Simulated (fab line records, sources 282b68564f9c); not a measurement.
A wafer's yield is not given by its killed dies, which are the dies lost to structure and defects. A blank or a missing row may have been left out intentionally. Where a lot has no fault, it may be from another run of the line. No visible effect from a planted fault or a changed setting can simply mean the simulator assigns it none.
8D (eight disciplines) problem report, filled in by code / flow rit-cmos / the parts of the form that need people (team, actions taken, sign-off) are left out

1. WHAT WENT WRONG
Wafers without a fault read 34.56 W, standard deviation 0.051; heater-power-total-W at RIT_M1_SOFTBAKE_05 reads a mean of 35.74 W on 9 wafers belonging to 3 lots. Relative to the usual mean, that is a shift of +23 standard deviations.
The step: time 60 s.
The first sign was on wafer L186.1 at day 6 20:41, on litho-track-02. Wafers with a number at this step in the record: 45, from 15 lots. Rule for "out", or "out of limits": more than 4 standard deviations from the usual mean. All remaining wafers that have a number are taken as sound.

2. WHAT THIS IS AND IS NOT
question=which readings at this step; is=heater-power-total-W, plate-temp-C; is not=-
question=which lots; is=L186, L187, L188; is not=L169, L170, L171, L172, L173, L174, L175, L176, L177, L179, L180, L181
question=which wafers of those lots; is=all that have a number; is not=-
question=read on which tools; is=litho-track-02; is not=litho-track-01, litho-track-04
question=when; is=from day 6 20:41; is not=up to then (36 sound wafers)

3. WHAT RULES OUT EACH SUSPECT
Counting: a tool at a process step up to the reading stays a suspect if it ran every lot that is out and no sound lot after the first of them.
- litho-track-02 at RIT_M1_SOFTBAKE_05 (time 60 s): kept. It processed each lot that is out, first L186 at day 6 20:41, and no sound lot thereafter; up to then, the last sound lot it processed was L180 at day 5 15:05. Its own heater-power-total-W, plate-temp-C readings are out on those wafers.
After counting, what remains is litho-track-02 at RIT_M1_SOFTBAKE_05.

4. THE CAUSE (what the simulator had put in)
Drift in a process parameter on litho-track-02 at RIT_M1_SOFTBAKE_05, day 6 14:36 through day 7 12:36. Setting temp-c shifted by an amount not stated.
This tool alone remained once counting was done.

5. THE EFFECT CHAIN, in route order
Each row: a reading where the mean over the struck wafers with a number is more than 3 standard deviations away from the usual. Scope: only readings with a usual standard deviation given in the record; hours: median across lots of the time from each lot's start at the first step in this table that gives one to its start at this step; sigmas: change in usual standard deviations.
hours=0; step=RIT_M1_SOFTBAKE_05; reading=heater-power-total-W; usual=34.56 W; on struck wafers=35.74; change=+1.18; sigmas=+23
hours=0; step=RIT_M1_SOFTBAKE_05; reading=plate-temp-C; usual=90.00 C; on struck wafers=92.12; change=+2.12; sigmas=+16
Process steps it contains:
- RIT_M1_SOFTBAKE_05: time 60 s.

6. HOW IT WOULD HAVE BEEN CAUGHT EARLIER
6 hours passed between the start of the fault at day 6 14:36 and the first reading out of limits in this record, taken at day 6 20:41.
